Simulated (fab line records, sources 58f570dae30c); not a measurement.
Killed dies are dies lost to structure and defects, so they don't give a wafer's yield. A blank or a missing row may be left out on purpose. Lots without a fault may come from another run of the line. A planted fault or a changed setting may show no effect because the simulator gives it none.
A struck lot beside a sound one | flow berkeley_cmos170 | 24 steps out of a route of 331
Sound: wafers L881.1, L881.2, L881.6. Struck: wafers L895.3, L895.4, L895.5. The cause comes at the end.
At each step with rows: each side's tool, then ch and its chambers, then its first start. Under that, the readings that differ: sound wafers | struck wafers | difference of the means | sigmas: that difference in standard deviations of wafers without a fault.
alike: readings whose means differ by less than 2 such deviations, and words and numbers that are the same on both sides. not compared: withheld readings, readings that some wafer has no value for, bounds like >300 that may hide the same value, and numbers for which the record gives no deviation and whose values overlap.
The two part at a step that has a row with sigmas, a row that says differs or no value, or rows on one side only. Numbers that don't overlap but have no deviation are shown without sigmas and don't part them. A reading that every wafer of one side lacks parts them only if that side has two wafers or more.

UCB170_NWELL_ETCH_13: etches Si3N4 in CH3F/Ar/O2, stops on SiO2, target depth 246.4 nm, time 154 s.
  sound on rie_diel-01 ch 0,1,2, day 2 19:04; struck on rie_diel-03 ch 1,3, day 5 14:49
  alike: O2_flow_sccm, chamber_pressure_mTorr, drypump_motor_current_A, oes_product_au, throttle_valve_pct
  not compared: rf_hours_counter_h
then, 1 step without rows for these wafers: UCB170_NWELL_IMPLANT_14.
UCB170_NWELL_STRIP_15: strips in O2.
  sound on plasma_asher-04 ch 0,1, day 2 19:19; struck on plasma_asher-01 ch 0,1, day 5 15:07
  alike: chamber_pressure_mTorr, drypump_motor_current_A, oes_product_au, strip_time_to_endpoint_s
  not compared: rf_hours_counter_h
UCB170_NWELL_TW_MEAS_16:
  sound on film_metro-01, day 2 19:25; struck on film_metro-01, day 5 15:11
  alike: NWELL_TW
then, 6 steps without rows for these wafers: UCB170_NWELL_CLEAN_17 (cleans in SPM, time 600 s); UCB170_NWELL_WET_ETCH_18 (etches Si3N4 in H3PO4, time 14400 s); UCB170_NWELL_WET_ETCH_19 (etches SiO2 in BOE, time 22 s); UCB170_PWELL_CLEAN_00 (cleans in SPM, time 600 s); UCB170_PWELL_CLEAN_01 (cleans in dHF, time 60 s); UCB170_PWELL_OXIDATION_02 (target thk 26.4 nm, ox time 1260 s).
UCB170_PWELL_THK_MEAS_03:
  sound on film_metro-03, day 3 02:19; struck on film_metro-01, day 6 02:14
  alike: PWELL_OXIDE_THK
then, 1 step without rows for these wafers: UCB170_PWELL_ANNEAL_04 (time 900 s).
UCB170_PWELL_CVD_05: deposits Si3N4 from SiH2Cl2/NH3, target thk 220 nm, time 3300 s.
  sound on lpcvd-02 ch 1, day 3 08:52; struck on lpcvd-01 ch 0, day 6 07:57
  reading                                 | sound             | struck            | difference | sigmas
  spike_tc_centre_C (C)                   | 800.9 799.9 800.3 | 760.6 761.8 762.6 | -38.7      | -28
  spike_tc_load_C (C)                     | 827.8 827.9 827.4 | 779.5 781.5 780.6 | -47.2      | -34
  spike_tc_source_C (C)                   | 818.7 820.7 819.5 | 781.3 782.6 780.4 | -38.2      | -19
  susceptor_temp_C (C)                    | 799.8 800.3 800.1 | 757.2 757.2 757.4 | -42.8      | -99 or more
  model.Si3N4_of_PWELL_CVD_05.thk_nm (nm) | 222 223.2 220.9   | 99.35 99.54 98.71 | -122.83    |
UCB170_PWELL_THK_MEAS_06:
  sound on film_metro-01, day 3 11:44; struck on film_metro-04, day 6 09:53
  reading                | sound             | struck         | difference | sigmas
  PWELL_NITRIDE_THK (nm) | 221.8 223.1 220.9 | 99.4 99.6 98.7 | -122.7     | -61
then, 6 steps without rows for these wafers: UCB170_PWELL_HMDS_07 (prime time 60 s); UCB170_PWELL_COAT_08 (resist thk 900 nm); UCB170_PWELL_SOFTBAKE_09 (time 60 s); UCB170_PWELL_EXPOSE_10 (exposes mask PWELL, target cd 3000 nm); UCB170_PWELL_PEB_11; UCB170_PWELL_DEVELOP_12 (develop time 45 s).
UCB170_PWELL_OVL_MEAS_13:
  sound on overlay-02, day 3 13:14; struck on overlay-01, day 6 11:42
  alike: PWELL_OVL
UCB170_PWELL_ETCH_14: etches Si3N4 in CH3F/Ar/O2, stops on SiO2, target depth 242 nm, time 151 s.
  sound on rie_diel-03 ch 0,1,3, day 3 13:16; struck on rie_diel-01 ch 1,2,3, day 6 11:43
  reading                  | sound             | struck            | difference | sigmas
  oes_product_au (a.u.)    | 0.913 0.971 0.917 | 0.643 0.647 0.625 | -0.295     | -18
  model.etch.depth_nm (nm) | 222 223.2 220.9   | 99.35 99.54 98.71 | -122.83    |
  alike: O2_flow_sccm, chamber_pressure_mTorr, drypump_motor_current_A, throttle_valve_pct
  not compared: rf_hours_counter_h
then, 2 steps without rows for these wafers: UCB170_PWELL_IMPLANT_15; UCB170_M3_PROBE_99.

WHERE THEY PART
First at UCB170_PWELL_CVD_05; last, within this record, at UCB170_PWELL_ETCH_14.

WHY: what the simulator had put in
Process parameter drift: lpcvd-01, from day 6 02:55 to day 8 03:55, at UCB170_PWELL_CVD_05. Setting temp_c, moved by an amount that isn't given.
